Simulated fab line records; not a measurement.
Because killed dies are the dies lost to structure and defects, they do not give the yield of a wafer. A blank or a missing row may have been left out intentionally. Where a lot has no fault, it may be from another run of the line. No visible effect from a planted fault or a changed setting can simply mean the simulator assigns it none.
Chamber matching / flow berkeley cmos170 / UCB170_PWELL_ETCH_14 on rie diel-01 has 4 sister chambers
The step etches Si3N4 in CH3F/Ar/O2, stops on SiO2, target depth 242 nm, time 151 s. 4 wafers are shown with their chamber, then 7 later ones without.

== WAFERS, EACH WITH ITS CHAMBER ==
wafer=L085.3; chamber=1; oes product au (a.u.)=0.918
wafer=L086.2; chamber=2; oes product au (a.u.)=0.939
wafer=L088.1; chamber=0; oes product au (a.u.)=0.934
wafer=L088.3; chamber=3; oes product au (a.u.)=0.908

== WAFERS MISSING THEIR CHAMBER ==
wafer=L088.5; oes product au (a.u.)=0.933
wafer=L090.3; oes product au (a.u.)=0.942
wafer=L090.5; oes product au (a.u.)=0.923
wafer=L090.6; oes product au (a.u.)=0.934
wafer=L096.2; oes product au (a.u.)=0.927
wafer=L096.3; oes product au (a.u.)=0.948
wafer=L096.4; oes product au (a.u.)=0.940

== CHAMBER TAKEN BY EACH ==
wafer=L088.5; from the rows above=can't be placed: 0 or 2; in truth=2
wafer=L090.3; from the rows above=can't be placed: 2 or 0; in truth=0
wafer=L090.5; from the rows above=can't be placed: 1 or 0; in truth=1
wafer=L090.6; from the rows above=can't be placed: 0 or 2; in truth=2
wafer=L096.2; from the rows above=can't be placed: 0 or 1 or 2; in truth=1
wafer=L096.3; from the rows above=can't be placed: 2 or 0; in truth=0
wafer=L096.4; from the rows above=can't be placed: 2 or 0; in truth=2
Correct placement for 0 of the 7. These rows do not allow placing 7 (true chamber among the candidates in 7). Number placed wrongly: 0.
How it was worked out, from the rows above alone: a wafer's distance from a chamber is the root of the sum, over the readings, of the square of ((its reading less the chamber's mean) divided by the reading's scatter). If the next closest chamber is less than 2 further off than the closest, the wafer can't be placed; otherwise it belongs to the closest. A chamber's mean is the mean of its shown wafers. The scatter: root of mean squared gap, hidden wafer to nearest shown wafer, with one shown wafer a chamber.
